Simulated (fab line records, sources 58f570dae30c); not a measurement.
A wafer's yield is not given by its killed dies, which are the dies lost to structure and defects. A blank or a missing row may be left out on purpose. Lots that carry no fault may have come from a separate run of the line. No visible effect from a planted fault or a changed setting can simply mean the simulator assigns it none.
Which of the tools did it? / flow berkeley-cmos170 / 13 lots, 39 wafers sampled, at 3 steps of a route of 331

## WHAT EACH GAUGE READ, for each wafer
UCB170_NSD_TW_MEAS_10.
lot=L721; measured=day 7 18:05; on=film-metro-01; NSD_TW=4105 4107 4114
lot=L723; measured=day 8 05:34; on=film-metro-03; NSD_TW=4170 4175 4200
lot=L722; measured=day 8 05:52; on=film-metro-03; NSD_TW=4177 4202 4201
lot=L724; measured=day 8 17:53; on=film-metro-02; NSD_TW=4170 4150 4172
lot=L726; measured=day 8 18:18; on=film-metro-03; NSD_TW=4187 4211 4198
lot=L725; measured=day 8 18:52; on=film-metro-02; NSD_TW=4149 4153 4172
lot=L727; measured=day 9 07:47; on=film-metro-02; NSD_TW=4195 4177 4179
lot=L728; measured=day 9 08:37; on=film-metro-03; NSD_TW=4162 4184 4155
lot=L731; measured=day 9 18:44; on=film-metro-02; NSD_TW=4197 4201 4186
lot=L729; measured=day 9 19:02; on=film-metro-02; NSD_TW=4207 4188 4201
lot=L733; measured=day 10 11:25; on=film-metro-03; NSD_TW=4181 4192 4181
lot=L737; measured=day 11 02:22; on=film-metro-01; NSD_TW=30 30 30
lot=L742; measured=day 12 07:24; on=film-metro-02; NSD_TW=4213 4195 4178

## WHAT TOOL EACH LOT RAN ON (gives the tool, then ch and the chambers of the sampled wafers, and finally the start)
lot=L721; UCB170_PSD_STRIP_09=plasma-asher-01 ch 0,1, day 7 15:55; UCB170_NSD_STRIP_09=plasma-asher-02 ch 0,1, day 7 17:59
lot=L723; UCB170_PSD_STRIP_09=plasma-asher-04 ch 0,1, day 8 03:12; UCB170_NSD_STRIP_09=plasma-asher-02 ch 0,1, day 8 05:28
lot=L722; UCB170_PSD_STRIP_09=plasma-asher-04 ch 0, day 8 03:34; UCB170_NSD_STRIP_09=plasma-asher-03 ch 0,1, day 8 05:46
lot=L724; UCB170_PSD_STRIP_09=plasma-asher-03 ch 0,1, day 8 15:47; UCB170_NSD_STRIP_09=plasma-asher-02 ch 0,1, day 8 17:47
lot=L726; UCB170_PSD_STRIP_09=plasma-asher-01 ch 0,1, day 8 16:12; UCB170_NSD_STRIP_09=plasma-asher-03 ch 0,1, day 8 18:13
lot=L725; UCB170_PSD_STRIP_09=plasma-asher-04 ch 0,1, day 8 16:20; UCB170_NSD_STRIP_09=plasma-asher-01 ch 0,1, day 8 18:46
lot=L727; UCB170_PSD_STRIP_09=plasma-asher-04 ch 0,1, day 9 05:52; UCB170_NSD_STRIP_09=plasma-asher-02 ch 0,1, day 9 07:41
lot=L728; UCB170_PSD_STRIP_09=plasma-asher-01 ch 0,1, day 9 05:52; UCB170_NSD_STRIP_09=plasma-asher-01 ch 0,1, day 9 08:31
lot=L731; UCB170_PSD_STRIP_09=plasma-asher-04 ch 0,1, day 9 16:32; UCB170_NSD_STRIP_09=plasma-asher-03 ch 0,1, day 9 18:38
lot=L729; UCB170_PSD_STRIP_09=plasma-asher-03 ch 0,1, day 9 16:34; UCB170_NSD_STRIP_09=plasma-asher-03 ch 0,1, day 9 18:56
lot=L733; UCB170_PSD_STRIP_09=plasma-asher-01 ch 0,1, day 10 08:11; UCB170_NSD_STRIP_09=plasma-asher-01 ch 0,1, day 10 11:20
lot=L737; UCB170_PSD_STRIP_09=plasma-asher-04 ch 0,1, day 11 00:06; UCB170_NSD_STRIP_09=plasma-asher-02 ch 0,1, day 11 02:16
lot=L742; UCB170_PSD_STRIP_09=plasma-asher-01 ch 0, day 12 04:49; UCB170_NSD_STRIP_09=plasma-asher-01 ch 0,1, day 12 07:17
- UCB170_PSD_STRIP_09: strips in O2.
- UCB170_NSD_STRIP_09: strips in O2.

## AS READ BY THE TOOLS THEMSELVES (means over the sampled wafers that have a number; for cases with no such wafer, the mark the record gives instead)
UCB170_PSD_STRIP_09.
lot=L721; tool=plasma-asher-01; chamber-pressure-mTorr (mTorr)=3502; drypump-motor-current-A (A)=6.0; oes-product-au (a.u.)=0.601; strip-time-to-endpoint-s (s)=29.37
lot=L723; tool=plasma-asher-04; chamber-pressure-mTorr (mTorr)=3500; drypump-motor-current-A (A)=5.7; oes-product-au (a.u.)=0.599; strip-time-to-endpoint-s (s)=29.31
lot=L722; tool=plasma-asher-04; chamber-pressure-mTorr (mTorr)=3499; drypump-motor-current-A (A)=5.8; oes-product-au (a.u.)=0.601; strip-time-to-endpoint-s (s)=29.28
lot=L724; tool=plasma-asher-03; chamber-pressure-mTorr (mTorr)=3502; drypump-motor-current-A (A)=6.4; oes-product-au (a.u.)=0.603; strip-time-to-endpoint-s (s)=29.46
lot=L726; tool=plasma-asher-01; chamber-pressure-mTorr (mTorr)=3503; drypump-motor-current-A (A)=6.0; oes-product-au (a.u.)=0.603; strip-time-to-endpoint-s (s)=29.40
lot=L725; tool=plasma-asher-04; chamber-pressure-mTorr (mTorr)=3500; drypump-motor-current-A (A)=5.8; oes-product-au (a.u.)=0.600; strip-time-to-endpoint-s (s)=29.45
lot=L727; tool=plasma-asher-04; chamber-pressure-mTorr (mTorr)=3500; drypump-motor-current-A (A)=5.7; oes-product-au (a.u.)=0.597; strip-time-to-endpoint-s (s)=29.53
lot=L728; tool=plasma-asher-01; chamber-pressure-mTorr (mTorr)=3499; drypump-motor-current-A (A)=6.0; oes-product-au (a.u.)=0.598; strip-time-to-endpoint-s (s)=29.30
lot=L731; tool=plasma-asher-04; chamber-pressure-mTorr (mTorr)=3502; drypump-motor-current-A (A)=5.7; oes-product-au (a.u.)=0.597; strip-time-to-endpoint-s (s)=29.46
lot=L729; tool=plasma-asher-03; chamber-pressure-mTorr (mTorr)=3501; drypump-motor-current-A (A)=6.2; oes-product-au (a.u.)=0.603; strip-time-to-endpoint-s (s)=29.42
lot=L733; tool=plasma-asher-01; chamber-pressure-mTorr (mTorr)=3499; drypump-motor-current-A (A)=6.0; oes-product-au (a.u.)=0.604; strip-time-to-endpoint-s (s)=29.36
lot=L737; tool=plasma-asher-04; chamber-pressure-mTorr (mTorr)=3497; drypump-motor-current-A (A)=5.7; oes-product-au (a.u.)=0.436; strip-time-to-endpoint-s (s)=-
lot=L742; tool=plasma-asher-01; chamber-pressure-mTorr (mTorr)=3504; drypump-motor-current-A (A)=6.2; oes-product-au (a.u.)=0.603; strip-time-to-endpoint-s (s)=29.43

UCB170_NSD_STRIP_09.
lot=L721; tool=plasma-asher-02; chamber-pressure-mTorr (mTorr)=3497; drypump-motor-current-A (A)=6.2; oes-product-au (a.u.)=0.531; strip-time-to-endpoint-s (s)=35.94
lot=L723; tool=plasma-asher-02; chamber-pressure-mTorr (mTorr)=3500; drypump-motor-current-A (A)=6.2; oes-product-au (a.u.)=0.533; strip-time-to-endpoint-s (s)=35.89
lot=L722; tool=plasma-asher-03; chamber-pressure-mTorr (mTorr)=3501; drypump-motor-current-A (A)=6.5; oes-product-au (a.u.)=0.538; strip-time-to-endpoint-s (s)=35.78
lot=L724; tool=plasma-asher-02; chamber-pressure-mTorr (mTorr)=3497; drypump-motor-current-A (A)=6.2; oes-product-au (a.u.)=0.534; strip-time-to-endpoint-s (s)=35.78
lot=L726; tool=plasma-asher-03; chamber-pressure-mTorr (mTorr)=3501; drypump-motor-current-A (A)=6.2; oes-product-au (a.u.)=0.536; strip-time-to-endpoint-s (s)=35.88
lot=L725; tool=plasma-asher-01; chamber-pressure-mTorr (mTorr)=3497; drypump-motor-current-A (A)=5.9; oes-product-au (a.u.)=0.535; strip-time-to-endpoint-s (s)=35.85
lot=L727; tool=plasma-asher-02; chamber-pressure-mTorr (mTorr)=3499; drypump-motor-current-A (A)=6.2; oes-product-au (a.u.)=0.538; strip-time-to-endpoint-s (s)=35.75
lot=L728; tool=plasma-asher-01; chamber-pressure-mTorr (mTorr)=3498; drypump-motor-current-A (A)=6.1; oes-product-au (a.u.)=0.534; strip-time-to-endpoint-s (s)=35.86
lot=L731; tool=plasma-asher-03; chamber-pressure-mTorr (mTorr)=3495; drypump-motor-current-A (A)=6.2; oes-product-au (a.u.)=0.531; strip-time-to-endpoint-s (s)=35.90
lot=L729; tool=plasma-asher-03; chamber-pressure-mTorr (mTorr)=3500; drypump-motor-current-A (A)=6.2; oes-product-au (a.u.)=0.536; strip-time-to-endpoint-s (s)=35.81
lot=L733; tool=plasma-asher-01; chamber-pressure-mTorr (mTorr)=3497; drypump-motor-current-A (A)=6.0; oes-product-au (a.u.)=0.537; strip-time-to-endpoint-s (s)=35.88
lot=L737; tool=plasma-asher-02; chamber-pressure-mTorr (mTorr)=3498; drypump-motor-current-A (A)=6.2; oes-product-au (a.u.)=0.610; strip-time-to-endpoint-s (s)=56.19
lot=L742; tool=plasma-asher-01; chamber-pressure-mTorr (mTorr)=3498; drypump-motor-current-A (A)=6.0; oes-product-au (a.u.)=0.535; strip-time-to-endpoint-s (s)=35.88

## THE ANSWER, worked out from the rows above alone
Rule: usual is defined by the lots themselves. Put in order of their means at a reading, lots are off if they are a third of the lots or fewer, leave a main group of 4 or more, and stand apart from it by a gap of 3 or more times the standard deviation of the main group's means; of several such gaps the widest counts. A main group is skipped when, at the precision printed for the reading in the tables above, its means are all equal. A lot without any number at a reading at which 4 lots or more have one is off too. Where the step has rows for the other lots, those lots are counted as sound. The gauges are gone through in route order, then the tools' own readings, and for those a lot's mean is taken as printed above. The first step at which some lot is off is used, and at that step the reading that is off furthest; a lot without a number counts as furthest.
Off: at UCB170_NSD_TW_MEAS_10 (NSD_TW), L737. The main group has a mean of 4177 with a standard deviation of 25.
If a tool, at a process step before that reading, ran all the lots that are off and no sound lot after the first of them, it fits. Not tried: the gauges at UCB170_NSD_TW_MEAS_10; whatever is off there is also off at UCB170_PSD_STRIP_09, on other tools, and gauge error can't account for it. 2 tools fit, plasma-asher-04 at UCB170_PSD_STRIP_09 and plasma-asher-02 at UCB170_NSD_STRIP_09, so this cannot tell which one it is.

## WHAT THE SIMULATOR HAD PUT IN
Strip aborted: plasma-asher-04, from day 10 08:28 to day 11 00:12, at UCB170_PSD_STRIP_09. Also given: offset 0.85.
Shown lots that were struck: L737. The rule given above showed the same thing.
